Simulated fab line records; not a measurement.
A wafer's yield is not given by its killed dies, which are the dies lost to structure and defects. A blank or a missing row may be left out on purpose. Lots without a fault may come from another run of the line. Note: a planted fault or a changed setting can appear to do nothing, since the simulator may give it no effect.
Which tool is to blame? || flow berkeley_cmos170 || 15 lots with 45 wafers sampled at 6 steps, on a route of 331 steps

WHAT THE GAUGES READ, wafer by wafer
UCB170_GATE_THK_MEAS_02.
{"lot": "L337", "measured": "day 6 11:47", "on": "film_metro-02", "GATE_OXIDE_THK (nm)": "6.43 6.41 6.44"}
{"lot": "L336", "measured": "day 6 11:47", "on": "film_metro-04", "GATE_OXIDE_THK (nm)": "6.67 6.70 6.76"}
{"lot": "L338", "measured": "day 7 02:13", "on": "film_metro-01", "GATE_OXIDE_THK (nm)": "6.53 6.57 6.44"}
{"lot": "L340", "measured": "day 7 02:13", "on": "film_metro-04", "GATE_OXIDE_THK (nm)": "6.69 6.61 6.63"}
{"lot": "L339", "measured": "day 7 02:14", "on": "film_metro-02", "GATE_OXIDE_THK (nm)": "6.51 6.49 6.44"}
{"lot": "L341", "measured": "day 7 17:24", "on": "film_metro-02", "GATE_OXIDE_THK (nm)": "6.45 6.53 6.47"}
{"lot": "L343", "measured": "day 7 17:24", "on": "film_metro-01", "GATE_OXIDE_THK (nm)": "6.40 6.47 6.47"}
{"lot": "L350", "measured": "day 9 19:48", "on": "film_metro-01", "GATE_OXIDE_THK (nm)": "6.47 6.42 6.49"}
{"lot": "L352", "measured": "day 10 13:41", "on": "film_metro-01", "GATE_OXIDE_THK (nm)": "6.53 6.46 6.56"}
{"lot": "L353", "measured": "day 11 00:25", "on": "film_metro-01", "GATE_OXIDE_THK (nm)": "6.54 6.70 6.52"}
{"lot": "L356", "measured": "day 11 00:25", "on": "film_metro-04", "GATE_OXIDE_THK (nm)": "6.47 6.49 6.56"}
{"lot": "L357", "measured": "day 11 00:26", "on": "film_metro-02", "GATE_OXIDE_THK (nm)": "6.41 6.56 6.64"}
{"lot": "L354", "measured": "day 11 00:29", "on": "film_metro-01", "GATE_OXIDE_THK (nm)": "6.64 6.61 6.60"}
{"lot": "L358", "measured": "day 11 20:11", "on": "film_metro-01", "GATE_OXIDE_THK (nm)": "6.37 6.53 6.60"}
{"lot": "L359", "measured": "day 11 20:11", "on": "film_metro-04", "GATE_OXIDE_THK (nm)": "6.71 6.63 6.64"}

UCB170_NLDD_TW_MEAS_11.
{"lot": "L337", "measured": "day 7 06:15", "on": "film_metro-01", "NLDD_TW": "2181 2189 2174"}
{"lot": "L336", "measured": "day 7 05:32", "on": "film_metro-01", "NLDD_TW": "2173 2187 2180"}
{"lot": "L338", "measured": "day 7 15:31", "on": "film_metro-03", "NLDD_TW": "2309 2309 2287 2317 2315 2301"}
{"lot": "L340", "measured": "day 7 14:38", "on": "film_metro-01", "NLDD_TW": "2180 2202 2181"}
{"lot": "L339", "measured": "day 7 15:50", "on": "film_metro-01", "NLDD_TW": "2306 2291 2295 2298 2310 2300"}
{"lot": "L341", "measured": "day 8 12:31", "on": "film_metro-01", "NLDD_TW": "2264 2279 2277 2272 2293 2292"}
{"lot": "L343", "measured": "day 8 12:20", "on": "film_metro-01", "NLDD_TW": "2185 2169 2181"}
{"lot": "L350", "measured": "day 10 08:30", "on": "film_metro-03", "NLDD_TW": "2199 2194 2186"}
{"lot": "L352", "measured": "day 11 02:37", "on": "film_metro-03", "NLDD_TW": "2205 2196 2195"}
{"lot": "L353", "measured": "day 11 15:13", "on": "film_metro-02", "NLDD_TW": "2216 2228 2219"}
{"lot": "L356", "measured": "day 11 14:23", "on": "film_metro-03", "NLDD_TW": "2203 2209 2209"}
{"lot": "L357", "measured": "day 11 14:41", "on": "film_metro-03", "NLDD_TW": "2205 2202 2204"}
{"lot": "L354", "measured": "day 11 14:55", "on": "film_metro-03", "NLDD_TW": "2195 2212 2199"}
{"lot": "L358", "measured": "day 12 08:00", "on": "film_metro-01", "NLDD_TW": "2183 2187 2188"}
{"lot": "L359", "measured": "day 12 04:58", "on": "film_metro-01", "NLDD_TW": "2178 2172 2178"}

UCB170_SDANNEAL_RS_MEAS_05: uses a four-point probe to measure.
{"lot": "L337", "measured": "day 7 18:16", "on": "film_metro-01", "NLDD_RS (ohm/sq)": "616.1 617.7 617.5"}
{"lot": "L336", "measured": "day 7 18:14", "on": "film_metro-02", "NLDD_RS (ohm/sq)": "616.9 616.9 617.8"}
{"lot": "L338", "measured": "day 8 02:11", "on": "film_metro-01", "NLDD_RS (ohm/sq)": "578.2 577.6 577.2 578.1 577.6 579.8"}
{"lot": "L340", "measured": "day 8 01:47", "on": "film_metro-03", "NLDD_RS (ohm/sq)": "617.8 616.4 617.6"}
{"lot": "L339", "measured": "day 8 08:35", "on": "film_metro-02", "NLDD_RS (ohm/sq)": "576.3 576.6 576.3 577.5 578.2 575.7"}
{"lot": "L341", "measured": "day 9 02:31", "on": "film_metro-03", "NLDD_RS (ohm/sq)": "578.4 577.6 577.4 578.3 578.9 577.5"}
{"lot": "L343", "measured": "day 9 02:17", "on": "film_metro-02", "NLDD_RS (ohm/sq)": "616.7 615.4 613.8"}
{"lot": "L350", "measured": "day 10 19:36", "on": "film_metro-02", "NLDD_RS (ohm/sq)": "616.2 617.0 618.3"}
{"lot": "L352", "measured": "day 11 15:37", "on": "film_metro-01", "NLDD_RS (ohm/sq)": "616.1 615.3 616.6"}
{"lot": "L353", "measured": "day 12 01:17", "on": "film_metro-02", "NLDD_RS (ohm/sq)": "615.6 616.9 617.6"}
{"lot": "L356", "measured": "day 12 00:17", "on": "film_metro-03", "NLDD_RS (ohm/sq)": "614.8 616.0 615.0"}
{"lot": "L357", "measured": "day 12 00:41", "on": "film_metro-02", "NLDD_RS (ohm/sq)": "614.7 616.4 617.5"}
{"lot": "L354", "measured": "day 12 01:06", "on": "film_metro-03", "NLDD_RS (ohm/sq)": "617.1 617.5 617.6"}
{"lot": "L358", "measured": "day 13 06:41", "on": "film_metro-02", "NLDD_RS (ohm/sq)": "616.1 615.9 615.7"}
{"lot": "L359", "measured": "day 12 16:05", "on": "film_metro-02", "NLDD_RS (ohm/sq)": "615.2 614.9 616.4"}

TOOL THAT RAN EACH LOT (tool first, then ch and the chambers of the sampled wafers, then the start)
{"lot": "L337", "UCB170_GATE_STRIP_16": "plasma_asher-01 ch 0,1, day 6 22:16", "UCB170_NLDD_IMPLANT_09": "implanter-03 ch 0, day 7 06:00", "UCB170_NLDD_STRIP_10": "plasma_asher-04 ch 0,1, day 7 06:09"}
{"lot": "L336", "UCB170_GATE_STRIP_16": "plasma_asher-01 ch 0,1, day 6 21:45", "UCB170_NLDD_IMPLANT_09": "implanter-04 ch 0, day 7 05:19", "UCB170_NLDD_STRIP_10": "plasma_asher-04 ch 0,1, day 7 05:27"}
{"lot": "L338", "UCB170_GATE_STRIP_16": "plasma_asher-01 ch 0,1, day 7 09:25", "UCB170_NLDD_IMPLANT_09": "implanter-04 ch 0, day 7 15:16", "UCB170_NLDD_STRIP_10": "plasma_asher-04 ch 1, day 7 15:25"}
{"lot": "L340", "UCB170_GATE_STRIP_16": "plasma_asher-03 ch 0,1, day 7 09:04", "UCB170_NLDD_IMPLANT_09": "implanter-04 ch 0, day 7 14:23", "UCB170_NLDD_STRIP_10": "plasma_asher-04 ch 0,1, day 7 14:32"}
{"lot": "L339", "UCB170_GATE_STRIP_16": "plasma_asher-04 ch 0,1, day 7 09:20", "UCB170_NLDD_IMPLANT_09": "implanter-04 ch 0, day 7 15:36", "UCB170_NLDD_STRIP_10": "plasma_asher-01 ch 0,1, day 7 15:43"}
{"lot": "L341", "UCB170_GATE_STRIP_16": "plasma_asher-01 ch 0,1, day 8 07:47", "UCB170_NLDD_IMPLANT_09": "implanter-04 ch 0, day 8 12:18", "UCB170_NLDD_STRIP_10": "plasma_asher-01 ch 0,1, day 8 12:26"}
{"lot": "L343", "UCB170_GATE_STRIP_16": "plasma_asher-04 ch 0,1, day 8 07:38", "UCB170_NLDD_IMPLANT_09": "implanter-01 ch 0, day 8 12:07", "UCB170_NLDD_STRIP_10": "plasma_asher-04 ch 0,1, day 8 12:14"}
{"lot": "L350", "UCB170_GATE_STRIP_16": "plasma_asher-04 ch 0,1, day 10 04:20", "UCB170_NLDD_IMPLANT_09": "implanter-01 ch 0, day 10 08:17", "UCB170_NLDD_STRIP_10": "plasma_asher-02 ch 0,1, day 10 08:25"}
{"lot": "L352", "UCB170_GATE_STRIP_16": "plasma_asher-01 ch 0,1, day 10 22:14", "UCB170_NLDD_IMPLANT_09": "implanter-01 ch 0, day 11 02:23", "UCB170_NLDD_STRIP_10": "plasma_asher-04 ch 0,1, day 11 02:31"}
{"lot": "L353", "UCB170_GATE_STRIP_16": "plasma_asher-04 ch 0,1, day 11 09:23", "UCB170_NLDD_IMPLANT_09": "implanter-04 ch 0, day 11 14:58", "UCB170_NLDD_STRIP_10": "plasma_asher-04 ch 1, day 11 15:07"}
{"lot": "L356", "UCB170_GATE_STRIP_16": "plasma_asher-04 ch 0,1, day 11 09:03", "UCB170_NLDD_IMPLANT_09": "implanter-04 ch 0, day 11 14:08", "UCB170_NLDD_STRIP_10": "plasma_asher-04 ch 0,1, day 11 14:17"}
{"lot": "L357", "UCB170_GATE_STRIP_16": "plasma_asher-01 ch 0,1, day 11 09:08", "UCB170_NLDD_IMPLANT_09": "implanter-01 ch 0, day 11 14:28", "UCB170_NLDD_STRIP_10": "plasma_asher-01 ch 0,1, day 11 14:36"}
{"lot": "L354", "UCB170_GATE_STRIP_16": "plasma_asher-03 ch 0,1, day 11 09:10", "UCB170_NLDD_IMPLANT_09": "implanter-04 ch 0, day 11 14:40", "UCB170_NLDD_STRIP_10": "plasma_asher-01 ch 0,1, day 11 14:49"}
{"lot": "L358", "UCB170_GATE_STRIP_16": "plasma_asher-03 ch 0,1, day 12 01:07", "UCB170_NLDD_IMPLANT_09": "implanter-03 ch 0, day 12 07:45", "UCB170_NLDD_STRIP_10": "plasma_asher-04 ch 0,1, day 12 07:54"}
{"lot": "L359", "UCB170_GATE_STRIP_16": "plasma_asher-04 ch 0,1, day 12 00:51", "UCB170_NLDD_IMPLANT_09": "implanter-04 ch 0, day 12 04:43", "UCB170_NLDD_STRIP_10": "plasma_asher-01 ch 0,1, day 12 04:52"}
- UCB170_GATE_STRIP_16: strips in O2.
- UCB170_NLDD_IMPLANT_09
- UCB170_NLDD_STRIP_10: strips in O2.

AS READ BY THE TOOLS THEMSELVES (means over the sampled wafers that have a number; for cases with no such wafer, the mark the record gives instead)
UCB170_GATE_STRIP_16.
{"lot": "L337", "tool": "plasma_asher-01", "drypump_motor_current_A (A)": 5.6, "o2_flow_sccm (sccm)": 400.3, "oes_product_au (a.u.)": 0.726}
{"lot": "L336", "tool": "plasma_asher-01", "drypump_motor_current_A (A)": 5.6, "o2_flow_sccm (sccm)": 400.4, "oes_product_au (a.u.)": 0.726}
{"lot": "L338", "tool": "plasma_asher-01", "drypump_motor_current_A (A)": 5.6, "o2_flow_sccm (sccm)": 400.9, "oes_product_au (a.u.)": 0.724}
{"lot": "L340", "tool": "plasma_asher-03", "drypump_motor_current_A (A)": 6.0, "o2_flow_sccm (sccm)": 400.9, "oes_product_au (a.u.)": 0.721}
{"lot": "L339", "tool": "plasma_asher-04", "drypump_motor_current_A (A)": 5.4, "o2_flow_sccm (sccm)": 399.7, "oes_product_au (a.u.)": 0.720}
{"lot": "L341", "tool": "plasma_asher-01", "drypump_motor_current_A (A)": 5.6, "o2_flow_sccm (sccm)": 399.8, "oes_product_au (a.u.)": 0.721}
{"lot": "L343", "tool": "plasma_asher-04", "drypump_motor_current_A (A)": 5.5, "o2_flow_sccm (sccm)": 401.1, "oes_product_au (a.u.)": 0.725}
{"lot": "L350", "tool": "plasma_asher-04", "drypump_motor_current_A (A)": 5.5, "o2_flow_sccm (sccm)": 400.5, "oes_product_au (a.u.)": 0.727}
{"lot": "L352", "tool": "plasma_asher-01", "drypump_motor_current_A (A)": 5.6, "o2_flow_sccm (sccm)": 399.1, "oes_product_au (a.u.)": 0.725}
{"lot": "L353", "tool": "plasma_asher-04", "drypump_motor_current_A (A)": 5.5, "o2_flow_sccm (sccm)": 399.2, "oes_product_au (a.u.)": 0.718}
{"lot": "L356", "tool": "plasma_asher-04", "drypump_motor_current_A (A)": 5.5, "o2_flow_sccm (sccm)": 399.3, "oes_product_au (a.u.)": 0.727}
{"lot": "L357", "tool": "plasma_asher-01", "drypump_motor_current_A (A)": 5.6, "o2_flow_sccm (sccm)": 400.7, "oes_product_au (a.u.)": 0.727}
{"lot": "L354", "tool": "plasma_asher-03", "drypump_motor_current_A (A)": 6.0, "o2_flow_sccm (sccm)": 399.7, "oes_product_au (a.u.)": 0.722}
{"lot": "L358", "tool": "plasma_asher-03", "drypump_motor_current_A (A)": 5.7, "o2_flow_sccm (sccm)": 399.9, "oes_product_au (a.u.)": 0.723}
{"lot": "L359", "tool": "plasma_asher-04", "drypump_motor_current_A (A)": 5.4, "o2_flow_sccm (sccm)": 398.9, "oes_product_au (a.u.)": 0.724}

UCB170_NLDD_IMPLANT_09.
{"lot": "L337", "tool": "implanter-03", "beam_energy_keV": 29.995}
{"lot": "L336", "tool": "implanter-04", "beam_energy_keV": 30.017}
{"lot": "L338", "tool": "implanter-04", "beam_energy_keV": 40.507}
{"lot": "L340", "tool": "implanter-04", "beam_energy_keV": 30.011}
{"lot": "L339", "tool": "implanter-04", "beam_energy_keV": 40.500}
{"lot": "L341", "tool": "implanter-04", "beam_energy_keV": 40.500}
{"lot": "L343", "tool": "implanter-01", "beam_energy_keV": 29.993}
{"lot": "L350", "tool": "implanter-01", "beam_energy_keV": 30.003}
{"lot": "L352", "tool": "implanter-01", "beam_energy_keV": 29.999}
{"lot": "L353", "tool": "implanter-04", "beam_energy_keV": 30.016}
{"lot": "L356", "tool": "implanter-04", "beam_energy_keV": 30.003}
{"lot": "L357", "tool": "implanter-01", "beam_energy_keV": 30.006}
{"lot": "L354", "tool": "implanter-04", "beam_energy_keV": 29.987}
{"lot": "L358", "tool": "implanter-03", "beam_energy_keV": 29.992}
{"lot": "L359", "tool": "implanter-04", "beam_energy_keV": 30.006}

UCB170_NLDD_STRIP_10.
{"lot": "L337", "tool": "plasma_asher-04", "drypump_motor_current_A (A)": 5.48, "o2_flow_sccm (sccm)": 399.8, "oes_product_au (a.u.)": 0.735, "strip_time_to_endpoint_s (s)": 21.58}
{"lot": "L336", "tool": "plasma_asher-04", "drypump_motor_current_A (A)": 5.43, "o2_flow_sccm (sccm)": 399.1, "oes_product_au (a.u.)": 0.737, "strip_time_to_endpoint_s (s)": 21.60}
{"lot": "L338", "tool": "plasma_asher-04", "drypump_motor_current_A (A)": 5.57, "o2_flow_sccm (sccm)": 401.5, "oes_product_au (a.u.)": 0.734, "strip_time_to_endpoint_s (s)": 21.79}
{"lot": "L340", "tool": "plasma_asher-04", "drypump_motor_current_A (A)": 5.52, "o2_flow_sccm (sccm)": 401.0, "oes_product_au (a.u.)": 0.741, "strip_time_to_endpoint_s (s)": 21.74}
{"lot": "L339", "tool": "plasma_asher-01", "drypump_motor_current_A (A)": 5.57, "o2_flow_sccm (sccm)": 400.3, "oes_product_au (a.u.)": 0.735, "strip_time_to_endpoint_s (s)": 21.64}
{"lot": "L341", "tool": "plasma_asher-01", "drypump_motor_current_A (A)": 5.62, "o2_flow_sccm (sccm)": 399.4, "oes_product_au (a.u.)": 0.733, "strip_time_to_endpoint_s (s)": 21.66}
{"lot": "L343", "tool": "plasma_asher-04", "drypump_motor_current_A (A)": 5.43, "o2_flow_sccm (sccm)": 400.5, "oes_product_au (a.u.)": 0.730, "strip_time_to_endpoint_s (s)": 21.75}
{"lot": "L350", "tool": "plasma_asher-02", "drypump_motor_current_A (A)": 5.70, "o2_flow_sccm (sccm)": 400.0, "oes_product_au (a.u.)": 0.734, "strip_time_to_endpoint_s (s)": 21.56}
{"lot": "L352", "tool": "plasma_asher-04", "drypump_motor_current_A (A)": 5.47, "o2_flow_sccm (sccm)": 399.2, "oes_product_au (a.u.)": 0.733, "strip_time_to_endpoint_s (s)": 21.54}
{"lot": "L353", "tool": "plasma_asher-04", "drypump_motor_current_A (A)": 5.55, "o2_flow_sccm (sccm)": 400.3, "oes_product_au (a.u.)": 0.737, "strip_time_to_endpoint_s (s)": 21.56}
{"lot": "L356", "tool": "plasma_asher-04", "drypump_motor_current_A (A)": 5.42, "o2_flow_sccm (sccm)": 399.6, "oes_product_au (a.u.)": 0.733, "strip_time_to_endpoint_s (s)": 21.60}
{"lot": "L357", "tool": "plasma_asher-01", "drypump_motor_current_A (A)": 5.63, "o2_flow_sccm (sccm)": 399.7, "oes_product_au (a.u.)": 0.735, "strip_time_to_endpoint_s (s)": 21.60}
{"lot": "L354", "tool": "plasma_asher-01", "drypump_motor_current_A (A)": 5.58, "o2_flow_sccm (sccm)": 400.3, "oes_product_au (a.u.)": 0.736, "strip_time_to_endpoint_s (s)": 21.71}
{"lot": "L358", "tool": "plasma_asher-04", "drypump_motor_current_A (A)": 5.51, "o2_flow_sccm (sccm)": 400.3, "oes_product_au (a.u.)": 0.730, "strip_time_to_endpoint_s (s)": 21.55}
{"lot": "L359", "tool": "plasma_asher-01", "drypump_motor_current_A (A)": 5.55, "o2_flow_sccm (sccm)": 399.8, "oes_product_au (a.u.)": 0.732, "strip_time_to_endpoint_s (s)": 21.68}

THE ANSWER, worked out from the rows above alone
Rule: what is usual is taken from the lots themselves. The widest of any qualifying gaps counts: lots, ordered by their means at a reading, are off when they make up no more than a third of the lots, leave a main group of 4 or more, and stand apart from it by 3 or more times the standard deviation of that group's means. A main group is skipped when, at the precision printed for the reading in the tables above, its means are all equal. Also off: a lot with no number at a reading for which 4 or more lots have one. All remaining lots with rows at the step are treated as sound. After the gauges, taken in route order, come the tools' own readings; for these a lot's mean is taken, as printed above. At the first step where some lot is off, the reading lying furthest off is the one used; lots without a number count as furthest.
Off: L338, L339, L341, at UCB170_NLDD_TW_MEAS_11 (NLDD_TW). Mean 2193 and standard deviation 13 in the main group.
A tool fits if, at a process step before that reading, it ran every lot that is off, and no sound lot after the first of them. The gauges at UCB170_NLDD_TW_MEAS_11 aren't tried: what is off there is off at UCB170_NLDD_IMPLANT_09 too, on other tools, and a gauge's error can't cause that. None of those tried fits.

WHAT THE SIMULATOR HAD PUT IN
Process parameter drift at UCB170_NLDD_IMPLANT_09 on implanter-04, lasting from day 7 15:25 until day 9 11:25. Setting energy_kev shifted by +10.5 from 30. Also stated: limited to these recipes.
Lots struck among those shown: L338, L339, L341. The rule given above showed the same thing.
